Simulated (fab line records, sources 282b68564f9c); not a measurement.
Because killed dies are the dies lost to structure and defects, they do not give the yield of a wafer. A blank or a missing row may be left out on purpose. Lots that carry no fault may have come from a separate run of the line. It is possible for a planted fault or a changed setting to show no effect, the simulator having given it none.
Struck lot and sound lot, side by side -- flow rit_cmos -- 19 steps out of a route of 202
Sound: the wafers L885.3, L885.4, L885.6. Wafers struck: L895.1, L895.2, L895.6. Last of all comes the cause.
For every step that has rows: the tool of each side, followed by ch and its chambers, followed by its first start. Under that, the readings that differ: sound wafers -- struck wafers -- difference of the means -- sigmas: that difference in standard deviations of wafers without a fault.
alike: readings with means less than 2 such deviations apart, plus words and numbers identical on both sides. not compared: withheld readings, readings lacking a value on some wafer, bounds such as >300 that could conceal the same value, and numbers that have no deviation in the record and whose values overlap.
Wherever a step has rows on one side only, a row that says differs or no value, or a row with sigmas, the two part there. Numbers that have no deviation but don't overlap get no sigmas and don't part them. Lack of a reading on every wafer of one side parts them only where that side has two or more wafers.

RIT_SILICIDE_RS_MEAS_02: measures by four-point-probe.
  sound: film_metro-02 at day 3 03:43; struck: film_metro-03 at day 5 15:44
  alike: SILICIDE_TI_RS
RIT_SILICIDE_THK_MEAS_03: measures by xrf.
  sound: film_metro-02 at day 3 03:49; struck: film_metro-03 at day 5 15:52
  alike: SILICIDE_TI_THK
RIT_SILICIDE_RTA_04: time 10 s, ramp up 5 s, ramp down 5 s.
  sound on rtp_anneal-02 ch 0, day 3 03:52; struck on rtp_anneal-02 ch 0, day 5 15:55
  alike: wafer_temp_C_max
then, 1 step without rows for these wafers: RIT_SILICIDE_WET_ETCH_05 (etches Ti in SPM, time 120 s).
RIT_SILICIDE_RTA_06: time 10 s, ramp up 5 s, ramp down 10 s.
  sound on rtp_anneal-01 ch 0, day 3 04:01; struck on rtp_anneal-01 ch 0, day 5 16:05
  alike: wafer_temp_C_max
RIT_CONTACT_CVD_00: deposits SiO2 from TEOS, target thk 400 nm, time 61 s.
  sound on pecvd-03 ch 0,2, day 3 04:04; struck on pecvd-02 ch 0,1,2, day 5 16:09
  alike: heater_power_w, rf_fwd_power_W
RIT_CONTACT_THK_MEAS_01:
  sound: film_metro-04 at day 3 04:08; struck: film_metro-02 at day 5 16:12
  alike: CONTACT_TEOS_THK
then, 5 steps without rows for these wafers: RIT_CONTACT_HMDS_02 (prime time 60 s); RIT_CONTACT_COAT_03 (resist thk 1000 nm); RIT_CONTACT_SOFTBAKE_04 (time 60 s); RIT_CONTACT_EXPOSE_05 (exposes mask M11, target cd 1000 nm); RIT_CONTACT_PEB_06.
RIT_CONTACT_DEVELOP_07: develop time 120 s.
  sound on litho_track-04 ch 0, day 3 05:00; struck on litho_track-04 ch 0, day 5 17:00
reading,sound,struck,difference,sigmas
developer_temp_C (C),23.02 22.96 22.92,25.16 25.25 25.33,+2.28,+19
RIT_CONTACT_CD_MEAS_08: target cd 1000 nm.
  sound: cd_sem-01 at day 3 05:19; struck: cd_sem-02 at day 5 17:38
reading,sound,struck,difference,sigmas
cd_nm (nm),1001.6 1001.7 1001.1,988.0 988.7 987.3,-13.5,-5
  not compared: hold
RIT_CONTACT_OVL_MEAS_09:
  sound: overlay-02 at day 3 05:24; struck: overlay-02 at day 5 21:00
reading,sound,struck,difference,sigmas
hold,- - -,await_dispo/3.2h/release await_dispo/3.2h/release await_dispo/3.2h/release,no value on the sound wafers,
  alike: CONTACT_OVL
then, 1 step without rows for these wafers: RIT_CONTACT_HARDBAKE_10 (time 60 s).
RIT_CONTACT_ETCH_11: etches SiO2 in CHF3/CF4/Ar, stops on TiSi2, target depth 480 nm, time 320 s.
  sound on rie_diel-02 ch 1,2,3, day 3 05:34; struck on rie_diel-02 ch 0,2,3, day 5 21:28
reading,sound,struck,difference,sigmas
model.CONTACT.cd_nm (nm),1001 1002 1001,988.2 988.9 987.7,-13.1,
  alike: cf4_flow_sccm, drypump_motor_current_A, oes_product_au, rf_fwd_power_W, throttle_valve_pct
  not compared: rf_hours_counter_h
RIT_CONTACT_STRIP_12: strips in O2, time 180 s.
  sound on plasma_asher-02 ch 0,1, day 3 05:50; struck on plasma_asher-03 ch 0,1, day 5 21:40
  alike: drypump_motor_current_A, o2_flow_sccm, rf_refl_power_W
  not compared: rf_hours_counter_h
RIT_M1_PROBE_99:
  sound: prober-01 at day 3 10:47; struck: prober-01 at day 6 04:31
  alike: killed_at_contacts, killed_at_front_end, killed_dies, killed_open, killed_short

== WHERE THEY PART ==
Last at RIT_CONTACT_OVL_MEAS_09 as far as this record goes, first at RIT_CONTACT_DEVELOP_07. Later steps at which nothing parts them and some readings are alike: RIT_CONTACT_ETCH_11, RIT_CONTACT_STRIP_12, RIT_M1_PROBE_99.

WHY: what the simulator had put in
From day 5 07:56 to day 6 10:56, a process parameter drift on litho_track-04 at RIT_CONTACT_DEVELOP_07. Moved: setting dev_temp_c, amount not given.
